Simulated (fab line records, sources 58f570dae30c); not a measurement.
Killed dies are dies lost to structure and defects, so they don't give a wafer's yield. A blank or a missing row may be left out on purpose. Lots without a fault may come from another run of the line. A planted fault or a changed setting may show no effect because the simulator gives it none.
Problem report in the 8D (eight disciplines) form, filled by code | flow berkeley_cmos170 | the parts of the form that need people (team, actions taken, sign-off) are left out

1. THE PROBLEM
run_length_s at UCB170_CONTACT_SOFTBAKE_05 reads a mean of 93.99 s on 9 wafers of 3 lots; wafers without a fault read 89.24 s with a standard deviation of 0.12. That is +40 standard deviations from the usual mean.
The step: time 60 s.
First seen on wafer L375.1, day 12 01:31, on litho_track-03. The record holds 45 wafers of 15 lots with a number at this step. Rule for "out", or "out of limits": more than 4 standard deviations from the usual mean. The other wafers with a number count as sound.

2. WHAT IT IS AND WHAT IT IS NOT
question                    | is                     | is not
which readings at this step | run_length_s           | -
which lots                  | L375, L377, L379       | L359, L360, L361, L362, L363, L364, L365, L368, L370, L372, L376, L381
which wafers of those lots  | all that have a number | -
read on which tools         | litho_track-03         | litho_track-01, litho_track-04
when                        | from day 12 01:31      | up to then (30 sound wafers); but 6 sound wafers of L376, L381 came after

3. SUSPECTS, AND WHAT RULES EACH OUT
Counting: a tool at a process step up to the reading stays a suspect if it ran every lot that is out and no sound lot after the first of them.
- litho_track-03 at UCB170_CONTACT_SOFTBAKE_05 (time 60 s): kept. It ran every lot that is out, first L375 (day 12 01:31), and no sound lot after that; its last sound lot up to then is L370 (day 10 13:20). Its own readings are out on those wafers: run_length_s.
Left after counting: litho_track-03 at UCB170_CONTACT_SOFTBAKE_05.

4. THE CAUSE (what the simulator had put in)
Process parameter drift: litho_track-03, from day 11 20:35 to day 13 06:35, at UCB170_CONTACT_SOFTBAKE_05. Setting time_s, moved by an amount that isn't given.
Counting left only this tool.

5. THE CHAIN OF EFFECTS, in route order
Each row: a reading whose mean over the struck wafers that have a number lies more than 3 standard deviations from the usual. Only readings for which the record gives a usual standard deviation are gone through. hours: the time from each lot's start at the first step in this table that gives one to its start at this step, as a median over the lots. sigmas: the change in usual standard deviations.
hours | step                       | reading      | usual   | on struck wafers | change | sigmas
0     | UCB170_CONTACT_SOFTBAKE_05 | run_length_s | 89.24 s | 93.99            | +4.75  | +40
The process steps in it:
- UCB170_CONTACT_SOFTBAKE_05: time 60 s.

6. WHAT WOULD HAVE CAUGHT IT SOONER
In this record the first reading out of limits was taken at day 12 01:31, 5 hours after the fault began at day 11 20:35.
